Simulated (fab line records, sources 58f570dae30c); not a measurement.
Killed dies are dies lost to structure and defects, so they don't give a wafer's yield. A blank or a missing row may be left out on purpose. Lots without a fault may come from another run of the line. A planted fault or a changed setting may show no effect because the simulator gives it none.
Split-lot experiment | flow berkeley_cmos170 | 5 lots, 23 wafers read, on a route of 331 steps

THE SPLIT
At UCB170_PSD_EXPOSE_03 (exposes mask PSELECT MOD, target cd 1200 nm), the setting dose_mj was moved away from the recipe's 30 on 8 of the 23 wafers read, by -4.2% to +4.5%. The other wafers ran this setting at the recipe's value.

FROM THE SPLIT TO THE READING: what the file shows between them, 2 steps
- UCB170_PSD_PEB_04
- UCB170_PSD_DEVELOP_05: develop time 45 s

THE READING
cd_nm, in nm, at UCB170_PSD_CD_MEAS_06 (target cd 1200 nm). Fault-free wafers of this fab line usually give 1200.0 nm, standard deviation 1.3 nm.

wafer  | tool, chamber at the split | dose_mj as run | against the recipe | cd_nm, nm | against lot-mates on the recipe
L076.1 | krf_scanner-01, 0          | 30             | recipe             | 1201.7    | -
L076.2 | krf_scanner-01, 0          | 28.75          | -4.2%              | 1192.5    | -8.5
L076.4 | krf_scanner-01, 0          | 30             | recipe             | 1200.2    | -
L076.5 | krf_scanner-01, 0          | 28.75          | -4.2%              | 1192.5    | -8.5
L076.6 | krf_scanner-01, 0          | 28.75          | -4.2%              | 1193.4    | -7.5
L077.1 | krf_scanner-02, 0          | 30             | recipe             | 1200.7    | -
L077.3 | krf_scanner-02, 0          | 30             | recipe             | 1201.1    | -
L077.5 | krf_scanner-02, 0          | 30             | recipe             | 1198.8    | -
L078.1 | krf_scanner-02, 0          | 30             | recipe             | 1199.7    | -
L078.2 | krf_scanner-02, 0          | 30             | recipe             | 1199.8    | -
L078.4 | krf_scanner-02, 0          | 30             | recipe             | 1200.8    | -
L078.5 | krf_scanner-02, 0          | 30             | recipe             | 1199.0    | -
L078.6 | krf_scanner-02, 0          | 30             | recipe             | 1199.4    | -
L081.1 | krf_scanner-02, 0          | 31.34          | +4.5%              | 1205.9    | +7.4
L081.2 | krf_scanner-02, 0          | 30             | recipe             | 1198.6    | -
L081.3 | krf_scanner-02, 0          | 31.34          | +4.5%              | 1207.5    | +9.0
L081.5 | krf_scanner-02, 0          | 30             | recipe             | 1198.7    | -
L081.6 | krf_scanner-02, 0          | 30             | recipe             | 1198.3    | -
L084.1 | krf_scanner-02, 0          | 30.94          | +3.1%              | 1206.1    | +5.5
L084.3 | krf_scanner-02, 0          | 30.94          | +3.1%              | 1206.8    | +6.2
L084.4 | krf_scanner-02, 0          | 30.94          | +3.1%              | 1206.1    | +5.5
L084.5 | krf_scanner-02, 0          | 30             | recipe             | 1200.4    | -
L084.6 | krf_scanner-02, 0          | 30             | recipe             | 1200.8    | -

THE FIT
A straight line over all 23 wafers: cd_nm changes by +1.73 nm for each +1% of dose_mj; r = +0.97; the points scatter about the line by 1 nm.
The same after taking each lot's own level away (the mean of its wafers on the recipe; 23 wafers): +1.89 nm for each +1%; r = +0.99; scatter 0.64 nm.
On that fit, the largest move of dose_mj shifts the reading by 8.4 nm.
The lots' own levels span 1198.53 to 1200.95 nm, that is 1.9 times the standard deviation above.
So the lot-to-lot level changes the slope little: the two slopes agree.
Check: with one of the wafers moved furthest among these (+4.5%) left out of the fit, the line predicts +8.58 nm for it against its lot-mates. It came out at +7.37 nm against them.

THE FILE'S OWN FIT
cd_nm changes by +1.88 nm for each +1% of dose_mj, r = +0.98.
